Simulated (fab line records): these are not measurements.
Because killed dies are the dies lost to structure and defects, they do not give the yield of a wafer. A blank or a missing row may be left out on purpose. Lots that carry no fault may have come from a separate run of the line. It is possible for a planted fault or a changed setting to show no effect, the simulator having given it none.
Comparing a struck lot with a sound one	flow rit cmos	19 steps out of a route of 202
Sound: wafers L920.1, L920.3, L920.6. Struck: wafers L936.3, L936.5, L936.6. The cause is named last.
Each step with rows lists, per side, the tool, then ch with its chambers, then its first start. Under that, the readings that differ: sound wafers	struck wafers	difference of the means	sigmas: that difference in standard deviations of wafers without a fault.
alike: words and numbers the same on both sides, and readings whose means are apart by under 2 such deviations; not compared: readings that were withheld, readings missing a value for some wafer, numbers with overlapping values and no deviation given by the record, and bounds like >300 which may hide the same value.
Wherever a step has rows on one side only, a row that says differs or no value, or a row with sigmas, the two part there. Numbers that have no deviation but don't overlap get no sigmas and don't part them. Lack of a reading on every wafer of one side parts them only where that side has two or more wafers.

first, 1 step without rows for these wafers: RIT_GATE_CLEAN_04 (cleans in dHF, time 60 s).
RIT_FOX2_THK_MEAS_91:
  sound: film metro-04 at day 2 07:30; struck: film metro-01 at day 5 15:56
  alike: FIELD_OXIDE_LEFT_2_THK
then, 2 steps without rows for these wafers: RIT_GATE_OXIDATION_05 (target thk 3 nm, ox time 270 s); RIT_GATE_ANNEAL_06 (time 600 s).
RIT_GATE_THK_MEAS_07:
  sound: film metro-01 at day 2 08:59; struck: film metro-01 at day 5 17:19
  alike: GATE_OXIDE_THK
then, 1 step without rows for these wafers: RIT_GATE_CVD_08 (deposits poly-Si from SiH4, target thk 250 nm, time 2220 s).
RIT_GATE_THK_MEAS_09:
  sound: film metro-01 at day 2 11:09; struck: film metro-02 at day 5 19:00
  alike: GATE_POLY_THK
then, 2 steps without rows for these wafers: RIT_GATE_HMDS_10 (prime time 60 s); RIT_GATE_COAT_11 (resist thk 850 nm).
RIT_GATE_SOFTBAKE_12: time 61.23 s.
  sound on litho track-04 ch 0, day 2 11:31; struck on litho track-04 ch 0, day 5 19:23
  alike: plate sensor t centre C, plate sensor t edge C
then, 2 steps without rows for these wafers: RIT_GATE_EXPOSE_13 (exposes mask M6, target cd 150 nm); RIT_GATE_PEB_14.
RIT_GATE_DEVELOP_15: develop time 50 s.
  sound on litho track-04 ch 0, day 2 12:00; struck on litho track-04 ch 0, day 5 19:00
  alike: developer temp C
RIT_GATE_CD_MEAS_16 targets a cd of 150 nm.
  sound: cd sem-01 at day 2 12:11; struck: cd sem-01 at day 5 20:04
reading	sound	struck	difference	sigmas
cd nm (nm)	148.2 146.5 147.2	137.0 135.5 136.8	-10.9	-5
RIT_GATE_OVL_MEAS_17:
  sound: overlay-02 at day 2 12:18; struck: overlay-01 at day 5 20:09
  alike: GATE_OVL
then, 1 step without rows for these wafers: RIT_GATE_HARDBAKE_18 (time 60 s).
RIT_GATE_ETCH_19: etches poly-Si in SF6/CHF3/O2, stops on SiO2, time 165 s, target depth 312.5 nm.
  sound on rie si-01 ch 1,2,3, day 2 12:37; struck on rie si-01 ch 2,3, day 5 20:19
reading	sound	struck	difference	sigmas
model.GATE.cd nm (nm)	148.1 146.4 147.2	136.4 135.6 136.5	-11.1	
  alike: drypump motor current A, oes product au, throttle valve pct
  not compared: rf hours counter h
RIT_GATE_STRIP_20: strips in O2, time 180 s.
  sound on plasma asher-01 ch 0,1, day 2 12:43; struck on plasma asher-04 ch 0,1, day 5 20:29
  alike: drypump motor current A, o2 flow sccm, rf refl power W
  not compared: rf hours counter h
RIT_M1_PROBE_99:
  sound: prober-02 at day 3 11:55; struck: prober-01 at day 6 17:39
reading	sound	struck	difference	sigmas
model.etest.pmos_0p3.r on ohm um	6210 6212 6280	6027 5975 6034	-222	
model.etest.pmos turned.r on ohm um	3380 3396 3376	3120 3150 3129	-251	
model.etest.pmos_0p15.r on ohm um	2684 2667 2701	2444 2446 2456	-235	
model.etest.nmos_0p3.r on ohm um	2092 2131 2122	2082 2087 2076	-33	
model.etest.nmos_0p15.r on ohm um	1075 1075 1092	1045 1050 1051	-32	
model.etest.nmos_0p15.drive ua um	493.6 490.1 488.9	522.4 521 519.1	+30.0	
model.etest.pmos_0p15.drive ua um	263.8 263.4 262.4	295.2 291.9 291.7	+29.7	
model.etest.npoly line.line ohm um	168.7 173.2 170.3	191.2 195.9 196.9	+23.9	
  alike: killed at front end, killed dies, killed open, killed short

## WHERE THEY PART
Only at RIT_GATE_CD_MEAS_16, as far as this record shows. Later steps at which nothing parts them and some readings are alike: RIT_GATE_OVL_MEAS_17, RIT_GATE_ETCH_19, RIT_GATE_STRIP_20, RIT_M1_PROBE_99.

WHY: the cause the simulator had injected
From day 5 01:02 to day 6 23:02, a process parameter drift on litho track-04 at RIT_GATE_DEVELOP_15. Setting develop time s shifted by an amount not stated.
